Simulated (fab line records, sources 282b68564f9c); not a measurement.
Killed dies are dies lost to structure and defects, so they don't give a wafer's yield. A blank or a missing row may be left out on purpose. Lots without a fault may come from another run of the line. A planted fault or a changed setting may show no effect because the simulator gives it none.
Which tool did it? | flow rit_cmos | 6 lots, 18 wafers sampled, at 2 steps of a route of 202

WHAT THE GAUGES READ, wafer by wafer
RIT_NRETRO_TW_MEAS_10.
lot  | measured    | on            | NRETRO_TW
L480 | day 2 12:57 | film_metro-04 | 1057 1063 1063
L482 | day 2 21:51 | film_metro-04 | 1059 1054 1063
L484 | day 3 06:41 | film_metro-02 | 1062 1057 1058
L488 | day 4 03:10 | film_metro-02 | 1065 1057 1056
L490 | day 4 14:53 | film_metro-01 | 1056 1053 1055
L494 | day 5 10:38 | film_metro-04 | 1061 1064 1065

WHICH TOOL RAN EACH LOT (tool, then ch and the chambers of the sampled wafers, then the start)
lot  | RIT_NWELL_STRIP_09
L480 | plasma_asher-03 ch 0, day 2 04:11
L482 | plasma_asher-01 ch 0,1, day 2 13:11
L484 | plasma_asher-01 ch 0,1, day 2 21:49
L488 | plasma_asher-04 ch 0,1, day 3 18:26
L490 | plasma_asher-01 ch 0,1, day 4 06:04
L494 | plasma_asher-04 ch 0,1, day 5 01:52
- RIT_NWELL_STRIP_09: strips in O2, time 180 s.

THE ANSWER, worked out from the rows above alone
Rule: what is usual is taken from the lots themselves. Put in order of their means at a reading, lots are off if they are a third of the lots or fewer, leave a main group of 4 or more, and stand apart from it by a gap of 3 or more times the standard deviation of the main group's means; of several such gaps the widest counts. A main group whose means are all the same, to the digits that the tables above print for the reading, isn't used. A lot without any number at a reading at which 4 lots or more have one is off too. The other lots that the step has rows for count as sound.
No lot is off at any reading shown: from this, nothing can be told.

WHAT THE SIMULATOR HAD PUT IN
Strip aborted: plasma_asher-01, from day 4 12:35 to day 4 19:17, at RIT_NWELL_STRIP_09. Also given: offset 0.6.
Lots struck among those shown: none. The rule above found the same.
